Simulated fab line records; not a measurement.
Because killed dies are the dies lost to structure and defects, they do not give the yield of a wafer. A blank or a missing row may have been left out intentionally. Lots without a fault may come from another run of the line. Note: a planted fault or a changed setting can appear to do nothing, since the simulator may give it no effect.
Check of tool commonality | flow berkeley cmos170 | Sampled: 14 lots, 42 wafers

REASON FOR OPENING
UCB170_NLDD_TW_MEAS_11, reading NLDD_TW: flagged on 2 of 14 lots. Fault-free wafers read 2237, with a standard deviation of 14.
Rule: a lot gets a flag if all its wafers with a number sit over 4 standard deviations from that mean, or if no wafer of it has a number. The other lots count as sound.

lot  | measured     | on            | NLDD_TW, wafer by wafer | flag
L559 | day 7 06:22  | film metro-02 | 2243 2246 2246          |
L561 | day 7 22:18  | film metro-01 | 2214 2223 2225          |
L562 | day 7 22:38  | film metro-03 | 2237 2248 2235          |
L564 | day 8 10:49  | film metro-02 | 2260 2254 2266          |
L563 | day 8 11:22  | film metro-02 | 2262 2260 2259          |
L567 | day 9 09:36  | film metro-02 | 2247 2245 2246          |
L568 | day 9 10:09  | film metro-03 | 2226 2224 2217          |
L570 | day 9 15:57  | film metro-03 | 2218 2233 2229          |
L573 | day 10 09:54 | film metro-03 | 2225 2224 2245          |
L574 | day 10 17:05 | film metro-01 | 2085 2087 2088          | FLAGGED
L576 | day 11 01:51 | film metro-01 | 2244 2227 2233          |
L577 | day 11 02:17 | film metro-03 | 2076 2081 2076          | FLAGGED
L581 | day 12 01:58 | film metro-01 | 2232 2224 2238          |
L582 | day 12 12:26 | film metro-01 | 2233 2231 2241          |
Average over the flagged lots: 2082; offset from the usual -155, equal to -11 standard deviations.

LOT BY LOT: THE TOOL USED
2 process steps preceding the reading are held in the record, out of 331 steps in the route. Each cell gives the tool, then ch followed by the chambers the sampled wafers passed through, then the start.
lot  | flag    | UCB170_PLDD_STRIP_10                 | UCB170_NLDD_IMPLANT_08
L559 |         | plasma asher-02 ch 0,1, day 7 04:27  | implanter-01 ch 0, day 7 05:59
L561 |         | plasma asher-02 ch 0,1, day 7 20:34  | implanter-02 ch 0, day 7 21:54
L562 |         | plasma asher-04 ch 0,1, day 7 20:52  | implanter-03 ch 0, day 7 22:16
L564 |         | plasma asher-04 ch 0,1, day 8 07:34  | implanter-02 ch 0, day 8 10:25
L563 |         | plasma asher-03 ch 0,1, day 8 08:11  | implanter-01 ch 0, day 8 10:58
L567 |         | plasma asher-02 ch 0,1, day 9 07:25  | implanter-01 ch 0, day 9 09:12
L568 |         | plasma asher-02 ch 0,1, day 9 07:58  | implanter-03 ch 0, day 9 09:45
L570 |         | plasma asher-03 ch 0,1, day 9 14:13  | implanter-01 ch 0, day 9 15:34
L573 |         | plasma asher-03 ch 0,1, day 10 07:37 | implanter-03 ch 0, day 10 09:25
L574 | FLAGGED | plasma asher-03 ch 0,1, day 10 15:21 | implanter-03 ch 0, day 10 16:43
L576 |         | plasma asher-03 ch 0,1, day 10 23:47 | implanter-01 ch 0, day 11 01:29
L577 | FLAGGED | plasma asher-02 ch 0,1, day 10 23:46 | implanter-03 ch 0, day 11 01:53
L581 |         | plasma asher-03 ch 0,1, day 11 23:49 | implanter-02 ch 0, day 12 01:34
L582 |         | plasma asher-03 ch 0,1, day 12 10:02 | implanter-02 ch 0, day 12 12:04
What the steps here do:
- UCB170_PLDD_STRIP_10: strips in O2.
- UCB170_NLDD_IMPLANT_08
- UCB170_NLDD_TW_MEAS_11

FLAGGED AGAINST TOTAL, ONE TOOL AT A TIME (gauges that did the reading follow at the end)
step                   | tool            | lots run | flagged | share of the flagged lots | sound lots run after its first flagged lot
UCB170_PLDD_STRIP_10   | plasma asher-02 | 5        | 1       | some                      | 0
UCB170_PLDD_STRIP_10   | plasma asher-03 | 7        | 1       | some                      | 3 (L576,L581,L582)
UCB170_PLDD_STRIP_10   | plasma asher-04 | 2        | 0       | none                      | -
UCB170_NLDD_IMPLANT_08 | implanter-01    | 5        | 0       | none                      | -
UCB170_NLDD_IMPLANT_08 | implanter-02    | 4        | 0       | none                      | -
UCB170_NLDD_IMPLANT_08 | implanter-03    | 5        | 2       | all                       | 0
UCB170_NLDD_TW_MEAS_11 | film metro-01   | 5        | 1       | some                      | 3 (L576,L581,L582)
UCB170_NLDD_TW_MEAS_11 | film metro-02   | 4        | 0       | none                      | -
UCB170_NLDD_TW_MEAS_11 | film metro-03   | 5        | 1       | some                      | 0

WHAT THE TABLE PERMITS
Rows of the table that ran each flagged lot: 1, that is implanter-03 at UCB170_NLDD_IMPLANT_08.
- implanter-03 at UCB170_NLDD_IMPLANT_08: 2 of its 5 lots flagged. Last sound lot L573 at day 10 09:25, first flagged lot L574 at day 10 16:43; a fault beginning in between fits. Its own readings lie more than 4 standard deviations out on every wafer of the flagged lots: dose ions cm2, faraday current uA.
Left over: one tool, implanter-03 at UCB170_NLDD_IMPLANT_08.

WHAT THE SIMULATOR HAD INSERTED
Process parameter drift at UCB170_NLDD_IMPLANT_08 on implanter-03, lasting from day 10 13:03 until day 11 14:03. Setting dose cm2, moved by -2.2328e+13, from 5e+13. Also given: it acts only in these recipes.
Lots struck among those shown: L574, L577. The rule above found the same.
